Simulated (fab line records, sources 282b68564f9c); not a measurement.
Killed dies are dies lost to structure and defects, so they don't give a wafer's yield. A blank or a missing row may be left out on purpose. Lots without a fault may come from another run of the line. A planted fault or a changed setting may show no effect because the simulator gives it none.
fab line records | flow rit_cmos
record lots=14 wafers=42 last_day=7
route steps=202 shown PSD@145
lots that met no fault: from a run of the same line without faults
start_h: hours from the record's first day to the start of the lot's first wafer shown | wait_h: hours since the lot's step before | " the same as in the row above | L1.1+2: a row that stands for several wafers | - no value, or no start given | * or withheld: withheld | < > ~ a bound
route shown NAME@n: a module of which the file shows steps, and the number in the route of the first | usual: mean/standard deviation of fault-free wafers | same: alike in all rows | chamber/n: place in a boat | sites: the reading at each site | _std_site: their standard deviation | _edge_site: outer sites' mean less inner sites' | radius_mm: how far each site lies from the wafer's centre | mask NAME#n: copy n | behind: the tool/chamber that last shaped the wafer | hold: why the lot was held/for how many hours/how that ended | device: the transistor (n, p or np) that didn't switch | end of line: the same wafers' tests at the end of the route | a step without rows: its recipe alone | killed: dies lost to structure and defects at the first sort, not the wafer's yield | map: a wafer's dies, x killed, . not, _ none there
set.NAME: the setting as run; set.NAME@STEP: as run at that earlier step | model.NAME: the simulator's own value behind a step, which no gauge read
steps of the route over a sample of lots; a table a step, a row a wafer
services: from which hour (start_h, from the record's first day; less than 0 if before it) a tool's chamber was out of use, for how many hours, and why
## steps
# step RIT_PSD_EXPOSE_03
# recipe mask_id=M10 na=0.57 target_cd_nm=40900 dose_mj=250
# usual exposure_dose_mJ_cm2=249.97/0.24 reticle_temp_C=23.00/0.1
# columns lot.wafer tool chamber start_h wait_h mask exposure_dose_mJ_cm2 reticle_temp_C
L922.2 iline_stepper-01 0 51.02 0.2 M10#0 249.93 23.10
L922.3 " 0 " " M10#0 249.78 23.12
L922.5 " 0 " " M10#0 249.63 23.08
L923.4 iline_stepper-01 0 57.69 0.1 M10#0 249.53 22.88
L923.5 " 0 " " M10#0 249.59 22.96
L923.6 " 0 " " M10#0 250.04 22.88
L924.2 iline_stepper-01 0 63.47 0.2 M10#0 249.81 23.12
L924.5 " 0 " " M10#0 250.25 23.03
L924.6 " 0 " " M10#0 250.02 22.96
L925.1 iline_stepper-01 0 63.90 0.2 M10#0 250.25 22.83
L925.4 " 0 " " M10#0 250.14 22.99
L925.5 " 0 " " M10#0 250.27 22.95
L926.1 iline_stepper-02 0 76.91 0.2 M10#0 249.85 22.85
L926.2 " 0 " " M10#0 250.10 22.97
L926.5 " 0 " " M10#0 250.04 22.93
L927.3 iline_stepper-02 0 77.80 0.1 M10#0 250.01 22.96
L927.5 " 0 " " M10#0 250.13 23.14
L927.6 " 0 " " M10#0 249.87 22.98
L928.2 iline_stepper-02 0 79.67 0.1 M10#0 250.00 22.95
L928.4 " 0 " " M10#0 249.97 22.94
L928.6 " 0 " " M10#0 249.87 23.15
L930.2 iline_stepper-02 0 90.14 0.2 M10#0 250.06 23.15
L930.3 " 0 " " M10#0 249.97 23.11
L930.4 " 0 " " M10#0 250.22 23.23
L933.1 iline_stepper-01 0 103.80 0.2 M10#0 249.76 23.01
L933.4 " 0 " " M10#0 250.26 23.07
L933.5 " 0 " " M10#0 250.03 22.93
L935.1 iline_stepper-01 0 113.39 0.2 M10#0 250.16 22.98
L935.3 " 0 " " M10#0 249.94 22.86
L935.6 " 0 " " M10#0 249.57 23.05
L942.2 iline_stepper-02 0 149.62 0.2 M10#0 249.57 23.00
L942.4 " 0 " " M10#0 250.13 23.05
L942.5 " 0 " " M10#0 249.53 23.00
L943.1 iline_stepper-02 0 154.74 0.1 M10#0 250.00 23.10
L943.2 " 0 " " M10#0 249.98 23.07
L943.4 " 0 " " M10#0 249.62 23.15
L944.2 iline_stepper-02 0 160.36 0.1 M10#0 249.96 22.90
L944.4 " 0 " " M10#0 250.07 23.00
L944.5 " 0 " " M10#0 250.22 22.92
L945.3 iline_stepper-02 0 164.34 0.2 M10#0 249.54 22.93
L945.5 " 0 " " M10#0 250.22 22.94
L945.6 " 0 " " M10#0 250.03 22.82
# step RIT_PSD_OVL_MEAS_06
# usual PSD_OVL=0.9/1.4
# columns lot.wafer tool chamber start_h wait_h PSD_OVL[nm]
L922.2 overlay-02 - 51.60 - 0.7
L922.3 " - " " 0.5
L922.5 " - " " 0.7
L923.4 overlay-01 - 58.05 - -1.4
L923.5 " - " " -1.9
L923.6 " - " " -0.9
L924.2 overlay-02 - 63.91 - -1.1
L924.5 " - " " -1.8
L924.6 " - " " -1.5
L925.1 overlay-01 - 64.47 - 0.6
L925.4 " - " " 0.9
L925.5 " - " " 1.2
L926.1 overlay-02 - 77.31 - 1.0
L926.2 " - " " 2.2
L926.5 " - " " 1.2
L927.3 overlay-02 - 78.17 - -1.1
L927.5 " - " " -0.3
L927.6 " - " " 1.2
L928.2 overlay-02 - 80.09 - 0.2
L928.4 " - " " 0.4
L928.6 " - " " 2.1
L930.2 overlay-02 - 90.53 - 1.9
L930.3 " - " " 1.9
L930.4 " - " " 3.2
L933.1 overlay-01 - 104.32 - 128.9
L933.4 " - " " 131.1
L933.5 " - " " 131.3
L935.1 overlay-01 - 113.79 - 132.5
L935.3 " - " " 132.6
L935.6 " - " " 132.9
L942.2 overlay-02 - 150.00 - 2.7
L942.4 " - " " 1.8
L942.5 " - " " 3.2
L943.1 overlay-02 - 155.14 - 1.4
L943.2 " - " " 0.5
L943.4 " - " " 0.8
L944.2 overlay-01 - 160.74 - 1.3
L944.4 " - " " 1.9
L944.5 " - " " 3.2
L945.3 overlay-01 - 164.71 - 1.7
L945.5 " - " " 0.1
L945.6 " - " " 1.2
## services
# columns tool chamber start_h hours kind
iline_stepper-02 - 39.74 16.8 repair
iline_stepper-02 - 56.49 8.9 pm
iline_stepper-01 - 98.45 4.4 pm
## key
first_sign step=RIT_PSD_OVL_MEAS_06 reading=PSD_OVL direction=up sigmas=93 usual=0.9 struck=131.6
effect none on later readings
met_at RIT_PSD_EXPOSE_03
struck_lots L933,L935
tester_left_out L933,L935
onset_between 63.90 103.80
fault kind=scanner_matching_overlay tool=iline_stepper-01 chamber=- onset_h=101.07 steps=RIT_PSD_EXPOSE_03 offset=130
# tester_left_out: of these lots the tester's yield and bins aren't shown, on N5 and GAA mostly nor the transistor test; their killed dies are dies lost to structure and defects alone, not to doping, threshold or leakage, so they don't give the yield
